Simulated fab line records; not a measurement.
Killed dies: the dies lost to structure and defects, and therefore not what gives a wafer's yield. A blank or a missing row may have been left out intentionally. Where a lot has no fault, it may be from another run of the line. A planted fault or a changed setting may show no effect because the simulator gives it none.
fab line records / flow berkeley_cmos170 / part 2 of 2: steps 29 to 40 of 40
[record] lots = 5 wafers = 15 last_day = 12
route steps=331 shown NSD@191 BACKSIDE@199 SDANNEAL@204 PSD@206 PLDD@208 NLDD@209 SILICIDE@210 CONTACT@216
lots that met no fault: from a run of the same line without faults
start_h: the number of hours between the record's first day and the start of the first shown wafer of the lot / wait_h: hours from the lot's prior step to this one / " repeats the value in the row above / L1.1+2: a row that stands for several wafers / - either no value or no given start / * or withheld: withheld / < > ~ a bound
route shown NAME@n: names a module that has steps shown in the file, with the first one's number in the route / usual: mean and standard deviation over wafers with no fault / same: alike in all rows / chamber/n: place in a boat / sites: per-site readings / _std_site: their standard deviation / _edge_site: mean of outer sites minus mean of inner sites / radius_mm: how far each site lies from the wafer's centre / mask NAME#n: copy n / behind: the last tool/chamber to shape the wafer / hold: cause of the lot's hold/its duration in hours/its outcome / device: the transistor (n, p or np) that didn't switch / end of line: the tests these same wafers got at the end of their route / for a step that has no rows: nothing shown but its recipe / killed: dies lost to structure and defects at the first sort, not the wafer's yield / map: the dies of a wafer, with x for killed, . for not killed, _ for no die there
set.NAME: the setting the step ran with; set.NAME@STEP: the setting that earlier step ran with / model.NAME: the simulator's own value behind a step, which no gauge read
lots at selected steps of the route; one table per step, one row per wafer
services: the hour from which a tool's chamber was out of use, counted from the record's first day as start_h (under 0 if before that day), plus the number of hours and why
[[steps]]
[step UCB170_CONTACT_HMDS_03]
[recipe] prime_time_s = 60 prime_temp_c = 100
lot.wafer=L078.1+3+4 tool=litho_track-01 chamber=0 start_h=176.61 wait_h=0.1
lot.wafer=L081.3+4+5 tool=litho_track-04 chamber=0 start_h=198.27 wait_h=0.1
lot.wafer=L084.1+2+3 tool=litho_track-02 chamber=0 start_h=219.96 wait_h=0.1
lot.wafer=L089.1+3+5 tool=litho_track-01 chamber=0 start_h=243.86 wait_h=0.5
lot.wafer=L093.3+4+6 tool=litho_track-01 chamber=0 start_h=257.72 wait_h=0.1
[step UCB170_CONTACT_COAT_04]
[recipe] resist = KrF spin_rpm = 1500 resist_thk_nm = 900
[usual] dispense_pressure_kPa = 50.3/2.7
lot.wafer=L078.1 tool=litho_track-01 chamber=0 start_h=176.76 wait_h=0.1 dispense_pressure_kPa=52.5
lot.wafer=L078.3 tool=litho_track-01 chamber=0 start_h=176.76 wait_h=0.1 dispense_pressure_kPa=52.5
lot.wafer=L078.4 tool=litho_track-01 chamber=0 start_h=176.76 wait_h=0.1 dispense_pressure_kPa=52.5
lot.wafer=L081.3 tool=litho_track-04 chamber=0 start_h=198.42 wait_h=0.1 dispense_pressure_kPa=46.5
lot.wafer=L081.4 tool=litho_track-04 chamber=0 start_h=198.42 wait_h=0.1 dispense_pressure_kPa=46.5
lot.wafer=L081.5 tool=litho_track-04 chamber=0 start_h=198.42 wait_h=0.1 dispense_pressure_kPa=46.5
lot.wafer=L084.1 tool=litho_track-02 chamber=0 start_h=220.11 wait_h=0.1 dispense_pressure_kPa=51.7
lot.wafer=L084.2 tool=litho_track-02 chamber=0 start_h=220.11 wait_h=0.1 dispense_pressure_kPa=51.7
lot.wafer=L084.3 tool=litho_track-02 chamber=0 start_h=220.11 wait_h=0.1 dispense_pressure_kPa=51.8
lot.wafer=L089.1 tool=litho_track-01 chamber=0 start_h=244.01 wait_h=0.1 dispense_pressure_kPa=52.5
lot.wafer=L089.3 tool=litho_track-01 chamber=0 start_h=244.01 wait_h=0.1 dispense_pressure_kPa=52.5
lot.wafer=L089.5 tool=litho_track-01 chamber=0 start_h=244.01 wait_h=0.1 dispense_pressure_kPa=52.5
lot.wafer=L093.3 tool=litho_track-01 chamber=0 start_h=257.87 wait_h=0.1 dispense_pressure_kPa=52.5
lot.wafer=L093.4 tool=litho_track-01 chamber=0 start_h=257.87 wait_h=0.1 dispense_pressure_kPa=52.5
lot.wafer=L093.6 tool=litho_track-01 chamber=0 start_h=257.87 wait_h=0.1 dispense_pressure_kPa=52.5
[step UCB170_CONTACT_SOFTBAKE_05]
[recipe] resist = KrF temp_c = 130 time_s = 60
lot.wafer=L078.1+3+4 tool=litho_track-01 chamber=0 start_h=176.91 wait_h=0.1
lot.wafer=L081.3+4+5 tool=litho_track-04 chamber=0 start_h=198.57 wait_h=0.1
lot.wafer=L084.1+2+3 tool=litho_track-02 chamber=0 start_h=220.26 wait_h=0.1
lot.wafer=L089.1+3+5 tool=litho_track-01 chamber=0 start_h=244.16 wait_h=0.1
lot.wafer=L093.3+4+6 tool=litho_track-01 chamber=0 start_h=258.02 wait_h=0.1
[step UCB170_CONTACT_STRIP_06]
[recipe] chemistry = O2 power_w = 400 pressure_mtorr = 3500 platen_temp_c = withheld o2_flow_sccm = 400 overash_fraction = 0.5
[usual] drypump_motor_current_A = 5.56/0.2 oes_product_au = 0.734/0.0044 strip_time_to_endpoint_s = 21.99/0.057
lot.wafer=L078.1 tool=plasma_asher-01 chamber=0 start_h=177.06 wait_h=0.1 drypump_motor_current_A=5.89 oes_product_au=0.738 rf_hours_counter_h=49 strip_time_to_endpoint_s=21.87
lot.wafer=L078.3 tool=plasma_asher-01 chamber=1 start_h=177.06 wait_h=0.1 drypump_motor_current_A=5.50 oes_product_au=0.738 rf_hours_counter_h=- strip_time_to_endpoint_s=21.97
lot.wafer=L078.4 tool=plasma_asher-01 chamber=0 start_h=177.06 wait_h=0.1 drypump_motor_current_A=5.90 oes_product_au=0.733 rf_hours_counter_h=- strip_time_to_endpoint_s=21.95
lot.wafer=L081.3 tool=plasma_asher-03 chamber=1 start_h=198.70 wait_h=0.1 drypump_motor_current_A=5.66 oes_product_au=0.732 rf_hours_counter_h=- strip_time_to_endpoint_s=21.86
lot.wafer=L081.4 tool=plasma_asher-03 chamber=0 start_h=198.70 wait_h=0.1 drypump_motor_current_A=5.42 oes_product_au=0.729 rf_hours_counter_h=- strip_time_to_endpoint_s=21.95
lot.wafer=L081.5 tool=plasma_asher-03 chamber=1 start_h=198.70 wait_h=0.1 drypump_motor_current_A=5.66 oes_product_au=0.738 rf_hours_counter_h=- strip_time_to_endpoint_s=21.94
lot.wafer=L084.1 tool=plasma_asher-03 chamber=0 start_h=220.41 wait_h=0.1 drypump_motor_current_A=5.46 oes_product_au=0.734 rf_hours_counter_h=48 strip_time_to_endpoint_s=22.08
lot.wafer=L084.2 tool=plasma_asher-03 chamber=1 start_h=220.41 wait_h=0.1 drypump_motor_current_A=5.63 oes_product_au=0.743 rf_hours_counter_h=48 strip_time_to_endpoint_s=22.10
lot.wafer=L084.3 tool=plasma_asher-03 chamber=1 start_h=220.41 wait_h=0.1 drypump_motor_current_A=5.66 oes_product_au=0.734 rf_hours_counter_h=- strip_time_to_endpoint_s=22.12
lot.wafer=L089.1 tool=plasma_asher-02 chamber=0 start_h=244.31 wait_h=0.1 drypump_motor_current_A=5.23 oes_product_au=0.735 rf_hours_counter_h=14 strip_time_to_endpoint_s=21.96
lot.wafer=L089.3 tool=plasma_asher-02 chamber=1 start_h=244.31 wait_h=0.1 drypump_motor_current_A=5.73 oes_product_au=0.733 rf_hours_counter_h=- strip_time_to_endpoint_s=21.96
lot.wafer=L089.5 tool=plasma_asher-02 chamber=1 start_h=244.31 wait_h=0.1 drypump_motor_current_A=5.75 oes_product_au=0.734 rf_hours_counter_h=- strip_time_to_endpoint_s=21.97
lot.wafer=L093.3 tool=plasma_asher-03 chamber=0 start_h=258.16 wait_h=0.1 drypump_motor_current_A=5.44 oes_product_au=0.735 rf_hours_counter_h=- strip_time_to_endpoint_s=22.01
lot.wafer=L093.4 tool=plasma_asher-03 chamber=1 start_h=258.16 wait_h=0.1 drypump_motor_current_A=5.65 oes_product_au=0.729 rf_hours_counter_h=- strip_time_to_endpoint_s=21.98
lot.wafer=L093.6 tool=plasma_asher-03 chamber=0 start_h=258.16 wait_h=0.1 drypump_motor_current_A=5.43 oes_product_au=0.729 rf_hours_counter_h=- strip_time_to_endpoint_s=22.02
[step UCB170_CONTACT_CLEAN_07]
[recipe] chemistry = SPM temp_c = 120 time_s = 600
lot.wafer=L078.1+3+4 tool=wet_bench-03 chamber=0 start_h=177.16 wait_h=0.1
lot.wafer=L081.3+4+5 tool=wet_bench-01 chamber=1 start_h=198.77 wait_h=0.0
lot.wafer=L084.1+2+3 tool=wet_bench-04 chamber=1 start_h=220.58 wait_h=0.1
lot.wafer=L089.1+3+5 tool=wet_bench-03 chamber=2 start_h=244.47 wait_h=0.1
lot.wafer=L093.3+4+6 tool=wet_bench-03 chamber=3 start_h=258.22 wait_h=0.0
[step UCB170_CONTACT_RTA_08]
[recipe] temp_c = 900 time_s = 10 ambient = N2
[usual] lamp_power_pct = 21.891/0.028 wafer_temp_C_max = 904.7/1.8
lot.wafer=L078.1 tool=rtp_anneal-01 chamber=0 start_h=177.35 wait_h=0.0 lamp_power_pct=21.903 wafer_temp_C_max=906.3
lot.wafer=L078.3 tool=rtp_anneal-01 chamber=0 start_h=177.35 wait_h=0.0 lamp_power_pct=21.936 wafer_temp_C_max=906.6
lot.wafer=L078.4 tool=rtp_anneal-01 chamber=0 start_h=177.35 wait_h=0.0 lamp_power_pct=21.913 wafer_temp_C_max=905.8
lot.wafer=L081.3 tool=rtp_anneal-02 chamber=0 start_h=198.96 wait_h=0.0 lamp_power_pct=21.836 wafer_temp_C_max=902.3
lot.wafer=L081.4 tool=rtp_anneal-02 chamber=0 start_h=198.96 wait_h=0.0 lamp_power_pct=21.883 wafer_temp_C_max=902.2
lot.wafer=L081.5 tool=rtp_anneal-02 chamber=0 start_h=198.96 wait_h=0.0 lamp_power_pct=21.873 wafer_temp_C_max=902.7
lot.wafer=L084.1 tool=rtp_anneal-01 chamber=0 start_h=220.76 wait_h=0.0 lamp_power_pct=21.919 wafer_temp_C_max=907.8
lot.wafer=L084.2 tool=rtp_anneal-01 chamber=0 start_h=220.76 wait_h=0.0 lamp_power_pct=21.900 wafer_temp_C_max=905.3
lot.wafer=L084.3 tool=rtp_anneal-01 chamber=0 start_h=220.76 wait_h=0.0 lamp_power_pct=21.925 wafer_temp_C_max=906.8
lot.wafer=L089.1 tool=rtp_anneal-01 chamber=0 start_h=244.64 wait_h=0.0 lamp_power_pct=21.892 wafer_temp_C_max=905.3
lot.wafer=L089.3 tool=rtp_anneal-01 chamber=0 start_h=244.64 wait_h=0.0 lamp_power_pct=21.908 wafer_temp_C_max=904.2
lot.wafer=L089.5 tool=rtp_anneal-01 chamber=0 start_h=244.64 wait_h=0.0 lamp_power_pct=21.910 wafer_temp_C_max=907.5
lot.wafer=L093.3 tool=rtp_anneal-02 chamber=0 start_h=258.42 wait_h=0.0 lamp_power_pct=21.858 wafer_temp_C_max=903.3
lot.wafer=L093.4 tool=rtp_anneal-02 chamber=0 start_h=258.42 wait_h=0.0 lamp_power_pct=21.864 wafer_temp_C_max=902.6
lot.wafer=L093.6 tool=rtp_anneal-02 chamber=0 start_h=258.42 wait_h=0.0 lamp_power_pct=21.849 wafer_temp_C_max=902.8
[step UCB170_CONTACT_COAT_09]
[recipe] resist = BARC temp_c = withheld time_s = withheld spin_rpm = 3000 resist_thk_nm = withheld
[usual] dispense_pressure_kPa = 49.6/2.8
lot.wafer=L078.1 tool=litho_track-01 chamber=0 start_h=177.51 wait_h=0.1 dispense_pressure_kPa=52.5
lot.wafer=L078.3 tool=litho_track-01 chamber=0 start_h=177.51 wait_h=0.1 dispense_pressure_kPa=52.5
lot.wafer=L078.4 tool=litho_track-01 chamber=0 start_h=177.51 wait_h=0.1 dispense_pressure_kPa=52.6
lot.wafer=L081.3 tool=litho_track-02 chamber=0 start_h=199.06 wait_h=0.1 dispense_pressure_kPa=51.7
lot.wafer=L081.4 tool=litho_track-02 chamber=0 start_h=199.06 wait_h=0.1 dispense_pressure_kPa=51.8
lot.wafer=L081.5 tool=litho_track-02 chamber=0 start_h=199.06 wait_h=0.1 dispense_pressure_kPa=51.8
lot.wafer=L084.1 tool=litho_track-01 chamber=0 start_h=220.82 wait_h=0.1 dispense_pressure_kPa=52.5
lot.wafer=L084.2 tool=litho_track-01 chamber=0 start_h=220.82 wait_h=0.1 dispense_pressure_kPa=52.5
lot.wafer=L084.3 tool=litho_track-01 chamber=0 start_h=220.82 wait_h=0.1 dispense_pressure_kPa=52.5
lot.wafer=L089.1 tool=litho_track-04 chamber=0 start_h=245.03 wait_h=0.4 dispense_pressure_kPa=46.5
lot.wafer=L089.3 tool=litho_track-04 chamber=0 start_h=245.03 wait_h=0.4 dispense_pressure_kPa=46.5
lot.wafer=L089.5 tool=litho_track-04 chamber=0 start_h=245.03 wait_h=0.4 dispense_pressure_kPa=46.4
lot.wafer=L093.3 tool=litho_track-01 chamber=0 start_h=258.62 wait_h=0.2 dispense_pressure_kPa=52.5
lot.wafer=L093.4 tool=litho_track-01 chamber=0 start_h=258.62 wait_h=0.2 dispense_pressure_kPa=52.6
lot.wafer=L093.6 tool=litho_track-01 chamber=0 start_h=258.62 wait_h=0.2 dispense_pressure_kPa=52.5
[step UCB170_CONTACT_COAT_10]
[recipe] resist = KrF spin_rpm = 1500 resist_thk_nm = 900
[usual] dispense_pressure_kPa = 49.6/2.8
lot.wafer=L078.1 tool=litho_track-01 chamber=0 start_h=- wait_h=- dispense_pressure_kPa=52.5
lot.wafer=L078.3 tool=litho_track-01 chamber=0 start_h=- wait_h=- dispense_pressure_kPa=52.5
lot.wafer=L078.4 tool=litho_track-01 chamber=0 start_h=- wait_h=- dispense_pressure_kPa=52.5
lot.wafer=L081.3 tool=litho_track-02 chamber=0 start_h=- wait_h=- dispense_pressure_kPa=51.8
lot.wafer=L081.4 tool=litho_track-02 chamber=0 start_h=- wait_h=- dispense_pressure_kPa=51.7
lot.wafer=L081.5 tool=litho_track-02 chamber=0 start_h=- wait_h=- dispense_pressure_kPa=51.7
lot.wafer=L084.1 tool=litho_track-01 chamber=0 start_h=- wait_h=- dispense_pressure_kPa=52.5
lot.wafer=L084.2 tool=litho_track-01 chamber=0 start_h=- wait_h=- dispense_pressure_kPa=52.5
lot.wafer=L084.3 tool=litho_track-01 chamber=0 start_h=- wait_h=- dispense_pressure_kPa=52.5
lot.wafer=L089.1 tool=litho_track-04 chamber=0 start_h=- wait_h=- dispense_pressure_kPa=46.5
lot.wafer=L089.3 tool=litho_track-04 chamber=0 start_h=- wait_h=- dispense_pressure_kPa=46.5
lot.wafer=L089.5 tool=litho_track-04 chamber=0 start_h=- wait_h=- dispense_pressure_kPa=46.5
lot.wafer=L093.3 tool=litho_track-01 chamber=0 start_h=- wait_h=- dispense_pressure_kPa=52.5
lot.wafer=L093.4 tool=litho_track-01 chamber=0 start_h=- wait_h=- dispense_pressure_kPa=52.5
lot.wafer=L093.6 tool=litho_track-01 chamber=0 start_h=- wait_h=- dispense_pressure_kPa=52.5
[step UCB170_CONTACT_SOFTBAKE_11]
[recipe] resist = KrF temp_c = 130 time_s = 60
lot.wafer=L078.1+3+4 tool=litho_track-01 chamber=0 start_h=- wait_h=-
lot.wafer=L081.3+4+5 tool=litho_track-02 chamber=0 start_h=- wait_h=-
lot.wafer=L084.1+2+3 tool=litho_track-01 chamber=0 start_h=- wait_h=-
lot.wafer=L089.1+3+5 tool=litho_track-04 chamber=0 start_h=- wait_h=-
lot.wafer=L093.3+4+6 tool=litho_track-01 chamber=0 start_h=- wait_h=-
[step UCB170_CONTACT_EXPOSE_12]
[recipe] mask_id = CONT target_cd_nm = 700 na = 0.5 sigma_outer = 0.6 source_shape = conventional dose_mj = 35
lot.wafer=L078.1+3+4 tool=krf_scanner-02 chamber=0 start_h=178.33 wait_h=- mask=CONT#0
lot.wafer=L081.3+4+5 tool=krf_scanner-01 chamber=0 start_h=199.62 wait_h=- mask=CONT#0
lot.wafer=L084.1+2+3 tool=krf_scanner-02 chamber=0 start_h=221.27 wait_h=- mask=CONT#0
lot.wafer=L089.1+3+5 tool=krf_scanner-02 chamber=0 start_h=245.68 wait_h=- mask=CONT#0
lot.wafer=L093.3+4+6 tool=krf_scanner-01 chamber=0 start_h=259.19 wait_h=- mask=CONT#0
[step UCB170_CONTACT_PEB_13]
[recipe] peb_temp_c = 130 peb_time_s = withheld resist = KrF
lot.wafer=L078.1+3+4 tool=litho_track-02 chamber=0 start_h=178.85 wait_h=0.5
lot.wafer=L081.3+4+5 tool=litho_track-04 chamber=0 start_h=199.75 wait_h=0.1
lot.wafer=L084.1+2+3 tool=litho_track-04 chamber=0 start_h=221.53 wait_h=0.2
lot.wafer=L089.1+3+5 tool=litho_track-02 chamber=0 start_h=246.48 wait_h=0.8
lot.wafer=L093.3+4+6 tool=litho_track-01 chamber=0 start_h=259.52 wait_h=0.3
[step UCB170_CONTACT_DEVELOP_14]
[recipe] developer = TMAH develop_time_s = 45 resist = KrF dev_temp_c = 21
[usual] developer_temp_C = 21.02/0.088
lot.wafer=L078.1 tool=litho_track-02 chamber=0 start_h=- wait_h=- developer_temp_C=21.03
lot.wafer=L078.3 tool=litho_track-02 chamber=0 start_h=- wait_h=- developer_temp_C=21.12
lot.wafer=L078.4 tool=litho_track-02 chamber=0 start_h=- wait_h=- developer_temp_C=21.18
lot.wafer=L081.3 tool=litho_track-04 chamber=0 start_h=- wait_h=- developer_temp_C=20.97
lot.wafer=L081.4 tool=litho_track-04 chamber=0 start_h=- wait_h=- developer_temp_C=21.03
lot.wafer=L081.5 tool=litho_track-04 chamber=0 start_h=- wait_h=- developer_temp_C=20.98
lot.wafer=L084.1 tool=litho_track-04 chamber=0 start_h=- wait_h=- developer_temp_C=21.22
lot.wafer=L084.2 tool=litho_track-04 chamber=0 start_h=- wait_h=- developer_temp_C=20.92
lot.wafer=L084.3 tool=litho_track-04 chamber=0 start_h=- wait_h=- developer_temp_C=21.10
lot.wafer=L089.1 tool=litho_track-02 chamber=0 start_h=- wait_h=- developer_temp_C=20.98
lot.wafer=L089.3 tool=litho_track-02 chamber=0 start_h=- wait_h=- developer_temp_C=21.00
lot.wafer=L089.5 tool=litho_track-02 chamber=0 start_h=- wait_h=- developer_temp_C=20.89
lot.wafer=L093.3 tool=litho_track-01 chamber=0 start_h=- wait_h=- developer_temp_C=21.09
lot.wafer=L093.4 tool=litho_track-01 chamber=0 start_h=- wait_h=- developer_temp_C=20.90
lot.wafer=L093.6 tool=litho_track-01 chamber=0 start_h=- wait_h=- developer_temp_C=20.98
[[services]]
tool=implanter-04 chamber=- start_h=158.46 hours=2.2 kind=repair
tool=implanter-04 chamber=- start_h=170.97 hours=7.9 kind=repair
tool=wet_bench-02 chamber=- start_h=181.50 hours=0.8 kind=repair
tool=pvd_sputter-02 chamber=- start_h=193.91 hours=2.2 kind=repair
tool=plasma_asher-04 chamber=- start_h=197.52 hours=7.6 kind=repair
tool=pvd_sputter-04 chamber=- start_h=199.60 hours=14.7 kind=repair
tool=krf_scanner-02 chamber=- start_h=208.43 hours=0.8 kind=pm
tool=implanter-04 chamber=- start_h=208.62 hours=2.6 kind=pm
tool=pvd_sputter-04 chamber=- start_h=209.64 hours=1.5 kind=repair
tool=krf_scanner-01 chamber=- start_h=224.39 hours=1.3 kind=pm
tool=krf_scanner-01 chamber=- start_h=225.69 hours=4.0 kind=pm
tool=krf_scanner-02 chamber=- start_h=232.55 hours=1.3 kind=pm
tool=implanter-04 chamber=- start_h=239.45 hours=2.3 kind=repair
tool=implanter-04 chamber=- start_h=240.30 hours=2.6 kind=repair
tool=plasma_asher-02 chamber=- start_h=244.44 hours=28.1 kind=pm
tool=implanter-02 chamber=- start_h=257.83 hours=8.3 kind=repair
